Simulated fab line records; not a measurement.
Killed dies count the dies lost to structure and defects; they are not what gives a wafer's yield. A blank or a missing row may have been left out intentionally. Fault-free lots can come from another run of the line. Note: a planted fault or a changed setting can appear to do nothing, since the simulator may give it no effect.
Split-lot trial + flow berkeley-cmos170 + 23 wafers read across 5 lots, on a route 331 steps long

THE SPLIT
At UCB170_PSD_COAT_01 (resist thk 900 nm), the setting resist-thk-nm was moved away from the recipe's 900 nm on 9 of the 23 wafers read, by -4.6% to +4.8%. All remaining wafers had this setting at the recipe value.

The reading comes from the split's own step.

THE READING
KrF_of_PSD_COAT_01.thk-nm (the simulator's own value, which no gauge read), in nm, at UCB170_PSD_COAT_01 (resist thk 900 nm). There is no usual value for it anywhere in the file. Here, 14 wafers ran the recipe; their average is 900.7 nm with a standard deviation of 2 nm.

| wafer  | tool, chamber at the split | resist-thk-nm as run, nm | against the recipe | KrF_of_PSD_COAT_01.thk-nm, nm | against lot-mates on the recipe |
|--------|----------------------------|--------------------------|--------------------|-------------------------------|---------------------------------|
| L075.1 | litho-track-04, 0          | 859                      | -4.6%              | 860.1                         | -40.0                           |
| L075.2 | litho-track-04, 0          | 900                      | recipe             | 898.5                         | -                               |
| L075.3 | litho-track-04, 0          | 859                      | -4.6%              | 860.4                         | -39.7                           |
| L075.4 | litho-track-04, 0          | 859                      | -4.6%              | 859.7                         | -40.4                           |
| L075.6 | litho-track-04, 0          | 900                      | recipe             | 901.7                         | -                               |
| L074.1 | litho-track-03, 0          | 900                      | recipe             | 900.5                         | -                               |
| L074.3 | litho-track-03, 0          | 900                      | recipe             | 899.7                         | -                               |
| L074.4 | litho-track-03, 0          | 900                      | recipe             | 902.4                         | -                               |
| L079.1 | litho-track-04, 0          | 943                      | +4.8%              | 945.3                         | +42.8                           |
| L079.2 | litho-track-04, 0          | 900                      | recipe             | 901.6                         | -                               |
| L079.3 | litho-track-04, 0          | 943                      | +4.8%              | 944.1                         | +41.6                           |
| L079.4 | litho-track-04, 0          | 900                      | recipe             | 903.5                         | -                               |
| L079.5 | litho-track-04, 0          | 943                      | +4.8%              | 943.2                         | +40.7                           |
| L081.1 | litho-track-02, 0          | 900                      | recipe             | 904.1                         | -                               |
| L081.2 | litho-track-02, 0          | 937.4                    | +4.2%              | 939.2                         | +35.6                           |
| L081.3 | litho-track-02, 0          | 900                      | recipe             | 903.1                         | -                               |
| L081.5 | litho-track-02, 0          | 937.4                    | +4.2%              | 940                           | +36.4                           |
| L081.6 | litho-track-02, 0          | 937.4                    | +4.2%              | 943.7                         | +40.1                           |
| L083.1 | litho-track-03, 0          | 900                      | recipe             | 897.9                         | -                               |
| L083.6 | litho-track-03, 0          | 900                      | recipe             | 897.9                         | -                               |
| L083.2 | litho-track-03, 0          | 900                      | recipe             | 899.2                         | -                               |
| L083.3 | litho-track-03, 0          | 900                      | recipe             | 899.5                         | -                               |
| L083.5 | litho-track-03, 0          | 900                      | recipe             | 900.2                         | -                               |

THE FIT
A straight line over all 23 wafers: KrF_of_PSD_COAT_01.thk-nm changes by +9.18 nm for each +1% of resist-thk-nm; r = +1.00; the points scatter about the line by 2 nm.
The same after taking each lot's own level away (the mean of its wafers on the recipe; 23 wafers): +8.82 nm for each +1%; r = +1.00; scatter 1.2 nm.
Per that fit: largest resist-thk-nm move, reading shift of 42 nm.
The span of the lots' own levels, 898.94 to 903.60 nm, comes to 2.3 times the standard deviation stated above.
Hence the lot-to-lot level has little effect on the slope; both slopes agree.
Check: +42.1 nm against its lot-mates is what the line predicts for one of the wafers moved furthest among these (+4.8%) when that wafer is left out of the fit. It came out at +42.8 nm against them.

OTHER SPLITS APPLIED TO THESE WAFERS
Other splits were also applied to these wafers ahead of the reading. Each is held against what the fit with the lots' levels taken away leaves over:
| other split on the same wafers      | wafers away from the commonest value | r with KrF_of_PSD_COAT_01.thk-nm (lot level and that fit taken away) |
|-------------------------------------|--------------------------------------|----------------------------------------------------------------------|
| UCB170_START_OXIDATION_02 temp-c    | 10                                   | -0.20                                                                |
| UCB170_NWELL_CVD_04 pressure-mtorr  | 18                                   | -0.03                                                                |
| UCB170_PWELL_ETCH_14 time-s         | 6                                    | -0.14                                                                |
| UCB170_PWELL_IMPLANT_15 tilt-deg    | 10                                   | -0.16                                                                |
| UCB170_ACTIVE_COAT_08 resist-thk-nm | 5                                    | -0.03                                                                |
| UCB170_ACTIVE_STRIP_16 power-w      | 9                                    | +0.36                                                                |
| UCB170_PFIELD_COAT_01 resist-thk-nm | 6                                    | -0.06                                                                |
| UCB170_PVT_COAT_01 spin-rpm         | 4                                    | -0.18                                                                |
| UCB170_PVT_IMPLANT_07 dose-cm2      | 3                                    | -0.17                                                                |
| UCB170_PLDD_PEB_04 peb-temp-c       | 9                                    | +0.03                                                                |
| UCB170_NLDD_IMPLANT_08 dose-cm2     | 6                                    | -0.09                                                                |

THE FILE'S OWN FIT
KrF_of_PSD_COAT_01.thk-nm changes by +8.81 nm for each +1% of resist-thk-nm, r = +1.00.
